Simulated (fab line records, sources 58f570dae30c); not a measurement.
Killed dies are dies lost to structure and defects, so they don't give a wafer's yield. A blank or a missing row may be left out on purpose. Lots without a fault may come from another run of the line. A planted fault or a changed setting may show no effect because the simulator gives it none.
Problem report in the 8D (eight disciplines) form, filled by code | flow berkeley_cmos170 | the parts of the form that need people (team, actions taken, sign-off) are left out

1. THE PROBLEM
WELLDRIVE_OXIDE_THK at UCB170_WELLDRIVE_THK_MEAS_02 reads a mean of 225 nm on 6 wafers of 2 lots; wafers without a fault read 199 nm with a standard deviation of 3.8. That is +6.8 standard deviations from the usual mean.
First seen on wafer L142.2, day 5 03:25, on film_metro-04. The record holds 42 wafers of 14 lots with a number at this step. Rule for "out", or "out of limits": more than 4 standard deviations from the usual mean. The other wafers with a number count as sound.

2. WHAT IT IS AND WHAT IT IS NOT
question                    | is                           | is not
which readings at this step | WELLDRIVE_OXIDE_THK          | -
which lots                  | L142, L143                   | L134, L135, L136, L137, L138, L141, L144, L150, L151, L154, L155, L156
which wafers of those lots  | all that have a number       | -
read on which gauges        | film_metro-01, film_metro-04 | film_metro-02
when                        | from day 5 03:25             | up to then (18 sound wafers); but 18 sound wafers of L144, L150, L151, L154, L155, L156 came after

3. SUSPECTS, AND WHAT RULES EACH OUT
Counting: a tool at a process step up to the reading stays a suspect if it ran every lot that is out and no sound lot after the first of them.
- the gauge at UCB170_WELLDRIVE_THK_MEAS_02: ruled out. The wafers that are out were read on 2 gauges (film_metro-01, film_metro-04).
- furnace-03 at UCB170_WELLDRIVE_OXIDATION_01 (target thk 199 nm, ox time 9000 s): kept. It ran every lot that is out, first L142 (day 4 23:54), and no sound lot after that; its last sound lot up to then is L141 (day 4 20:24).
Left after counting: furnace-03 at UCB170_WELLDRIVE_OXIDATION_01.

4. THE CAUSE (what the simulator had put in)
Process parameter drift: furnace-03, from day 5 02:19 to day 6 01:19, at UCB170_WELLDRIVE_OXIDATION_01. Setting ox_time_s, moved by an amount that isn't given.
Counting left only this tool.

5. THE CHAIN OF EFFECTS, in route order
Each row: a reading whose mean over the struck wafers that have a number lies more than 3 standard deviations from the usual. Only readings for which the record gives a usual standard deviation are gone through. hours: the time from each lot's start at the first step in this table that gives one to its start at this step, as a median over the lots. sigmas: the change in usual standard deviations.
hours | step                         | reading             | usual  | on struck wafers | change | sigmas
0     | UCB170_WELLDRIVE_THK_MEAS_02 | WELLDRIVE_OXIDE_THK | 199 nm | 225              | +26    | +6.8

6. WHAT WOULD HAVE CAUGHT IT SOONER
In this record the first reading out of limits at a measuring or inspecting step was taken at day 5 03:25, 1 hour after the fault began at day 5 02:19.
Of the tool readings at UCB170_WELLDRIVE_OXIDATION_01 for which the record gives a usual standard deviation, none was out on any struck wafer, so an alarm limit of 4 standard deviations on them would not have fired.
Of the lots that are out (2), L143 began UCB170_WELLDRIVE_OXIDATION_01 on furnace-03 after day 5 03:25. A hold on the tool at that time would have spared it.
